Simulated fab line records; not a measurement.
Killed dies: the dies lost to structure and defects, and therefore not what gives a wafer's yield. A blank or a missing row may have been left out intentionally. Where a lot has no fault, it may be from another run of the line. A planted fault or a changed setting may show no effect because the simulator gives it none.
Which tool did it? ; flow berkeley-cmos170 ; 14 lots with 42 wafers sampled at 5 steps, on a route of 331 steps

WHAT THE GAUGES SHOWED, per wafer
UCB170_NSD_TW_MEAS_10. Usual: for NSD_TW the level is 4165 and the standard deviation is 35.
lot;measured;on;NSD_TW;flag
L447;day 7 19:00;film-metro-02;4214 4205 4221;
L448;day 7 19:16;film-metro-03;4138 4147 4172;
L451;day 8 23:26;film-metro-03;4128 4116 4128;
L450;day 8 23:44;film-metro-03;4111 4121 4126;
L454;day 9 00:16;film-metro-03;4150 4110 4157;
L453;day 9 00:30;film-metro-01;4160 4169 4200;
L455;day 9 10:32;film-metro-03;4133 4121 4151;
L459;day 10 09:34;film-metro-01;4167 4168 4166;
L463;day 11 04:04;film-metro-02;4197 4195 4208;
L464;day 11 18:29;film-metro-03;4132 4131 4136;
L467;day 11 18:49;film-metro-03;4125 4118 4122;
L469;day 12 15:49;film-metro-01;4190 4209 4205;
L466;day 12 15:55;film-metro-03;4114 4138 4148;
L470;day 13 00:01;film-metro-01;4189 4184 4188;

UCB170_SILICIDE_THK_MEAS_03: measures by xrf. Usual: for SILICIDE_TI_THK the level is 31.1 nm and the standard deviation is 0.33.
lot;measured;on;SILICIDE_TI_THK (nm);flag
L447;day 7 20:59;film-metro-02;30.8 30.7 30.7;
L448;day 7 21:13;film-metro-03;31.0 30.7 30.6;
L451;day 9 01:18;film-metro-04;31.2 31.4 31.5;
L450;day 9 01:32;film-metro-04;31.3 31.2 31.5;
L454;day 9 02:04;film-metro-03;31.3 31.2 31.1;
L453;day 9 02:22;film-metro-04;31.0 30.9 31.1;
L455;day 9 12:19;film-metro-04;31.7 31.5 31.4;
L459;day 10 11:35;film-metro-03;31.7 31.8 31.7;
L463;day 11 06:23;film-metro-04;31.1 31.0 31.0;
L464;day 11 20:17;film-metro-02;31.1 31.3 31.3;
L467;day 11 20:44;film-metro-03;31.3 31.4 31.4;
L469;day 12 17:37;film-metro-04;31.2 31.4 31.5;
L466;day 12 17:46;film-metro-02;31.1 30.9 31.4;
L470;day 13 01:49;film-metro-04;30.4 30.4 30.3;

UCB170_CONTACT_CD_MEAS_15: the cd target is 700 nm. Usual: 700.0 nm for cd-nm, sd 1.2.
lot;measured;on;cd-nm (nm);flag
L447;day 8 01:56;cd-sem-01;700.1 700.6 699.8;
L448;day 8 02:37;cd-sem-01;701.9 702.3 701.4;
L451;day 9 08:25;cd-sem-01;701.0 700.4 699.9;
L450;day 9 08:50;cd-sem-01;698.9 699.6 698.8;
L454;day 9 09:04;cd-sem-01;700.0 700.0 699.6;
L453;day 9 09:31;cd-sem-01;701.3 701.0 701.7;
L455;day 9 16:41;cd-sem-02;700.9 700.2 700.7;
L459;day 10 17:20;cd-sem-01;700.5 699.2 698.5;
L463;day 11 11:01;cd-sem-01;699.2 700.2 700.3;
L464;day 12 01:51;cd-sem-02;700.9 701.5 699.9;
L467;day 12 02:15;cd-sem-01;700.9 700.9 701.6;
L469;day 12 21:33;cd-sem-02;700.2 699.0 698.1;
L466;day 12 21:58;cd-sem-02;700.9 700.6 700.0;
L470;day 13 06:43;cd-sem-01;698.6 698.8 699.0;

UCB170_M1_RS_MEAS_01: measurement is done with a four-point probe. Usual: for M1_AL_RS the level is 0.0462 ohm/sq and the standard deviation is 0.00062.
lot;measured;on;M1_AL_RS (ohm/sq);flag
L447;day 8 02:49;film-metro-02;0.0460 0.0463 0.0465;
L448;day 8 03:34;film-metro-02;0.0467 0.0467 0.0471;
L451;day 9 09:17;film-metro-02;0.0458 0.0460 0.0455;
L450;day 9 09:48;film-metro-01;0.0462 0.0470 0.0469;
L454;day 9 10:01;film-metro-02;0.0464 0.0460 0.0457;
L453;day 9 10:25;film-metro-02;0.0469 0.0468 0.0468;
L455;day 9 17:36;film-metro-01;0.0457 0.0458 0.0482;
L459;day 10 18:11;film-metro-01;0.0473 0.0454 0.0448;
L463;day 11 11:58;film-metro-01;0.0459 0.0459 0.0460;
L464;day 12 02:41;film-metro-03;0.0464 0.0473 0.0470;
L467;day 12 03:05;film-metro-01;0.0467 0.0465 0.0462;
L469;day 12 22:20;film-metro-01;0.0463 0.0460 0.0465;
L466;day 12 22:44;film-metro-02;0.0467 0.0467 0.0465;
L470;day 13 08:55;film-metro-02;0.0466 0.0468 0.0472;

EACH LOT AND THE TOOL THAT RAN IT (in order: tool; ch and the chambers of the sampled wafers; start)
lot;UCB170_M1_SPUTTER_00
L447;pvd-sputter-01, day 8 02:46
L448;pvd-sputter-04, day 8 03:29
L451;pvd-sputter-02, day 9 09:13
L450;pvd-sputter-04, day 9 09:42
L454;pvd-sputter-02, day 9 09:56
L453;pvd-sputter-04, day 9 10:22
L455;pvd-sputter-02, day 9 17:31
L459;pvd-sputter-02, day 10 18:07
L463;pvd-sputter-01, day 11 11:55
L464;pvd-sputter-04, day 12 02:36
L467;pvd-sputter-01, day 12 03:02
L469;pvd-sputter-01, day 12 22:15
L466;pvd-sputter-04, day 12 22:41
L470;pvd-sputter-04, day 13 08:51
- UCB170_M1_SPUTTER_00: material Al, target thk 600 nm, time 83.86 s.

AS READ BY THE TOOLS THEMSELVES (means over the sampled wafers that have a number; for cases with no such wafer, the mark the record gives instead)
UCB170_M1_SPUTTER_00. Usual: chamber-pressure-pa 0.4999 Pa, standard deviation 0.001; throttle-valve-pct 30.2 %, standard deviation 1.1.
lot;tool;chamber-pressure-pa (Pa);throttle-valve-pct (%);flag
L447;pvd-sputter-01;0.5001;29.5;
L448;pvd-sputter-04;0.5004;30.1;
L451;pvd-sputter-02;0.5005;31.5;
L450;pvd-sputter-04;0.5002;30.9;
L454;pvd-sputter-02;0.4999;31.4;
L453;pvd-sputter-04;0.5002;31.1;
L455;pvd-sputter-02;0.5196;30.3;OFF
L459;pvd-sputter-02;0.5183;30.7;OFF
L463;pvd-sputter-01;0.4995;29.3;
L464;pvd-sputter-04;0.4994;29.7;
L467;pvd-sputter-01;0.4995;29.2;
L469;pvd-sputter-01;0.4995;29.9;
L466;pvd-sputter-04;0.5002;31.3;
L470;pvd-sputter-04;0.4992;31.4;

THE ANSWER, worked out from the rows above alone
Rule: lot off if the mean of its wafers having a number is beyond 3 standard deviations from the usual mean. Also off: a lot with no number at a reading for which 4 or more lots have one. Where the step has rows for the other lots, those lots are counted as sound. First the gauges in route order, then the tools' own readings, where a lot's mean is used as printed above. The first step at which some lot is off is used, and at that step the reading that is off furthest; a lot without a number counts as furthest.
Off at UCB170_M1_SPUTTER_00 (chamber-pressure-pa): L455, L459.
A tool fits if, at that step or a process step before it, it ran every lot that is off, and no sound lot after the first of them. One fits: UCB170_M1_SPUTTER_00 on pvd-sputter-02. A fault onset in the window from L454 (day 9 09:56, its last sound lot) to L455 (day 9 17:31, its first lot off) fits.
The tool's own readings at UCB170_M1_SPUTTER_00 bear it out: on the lots that are off they differ by more than 5 times the standard deviation of the sound lots' means. chamber-pressure-pa reads 0.5190 Pa there against 0.4999 Pa on the sound lots.

WHAT WAS PUT IN BY THE SIMULATOR
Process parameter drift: pvd-sputter-02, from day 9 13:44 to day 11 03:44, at UCB170_M1_SPUTTER_00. The setting chamber-pressure-pa was moved by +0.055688, starting from 0.5. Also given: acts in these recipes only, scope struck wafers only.
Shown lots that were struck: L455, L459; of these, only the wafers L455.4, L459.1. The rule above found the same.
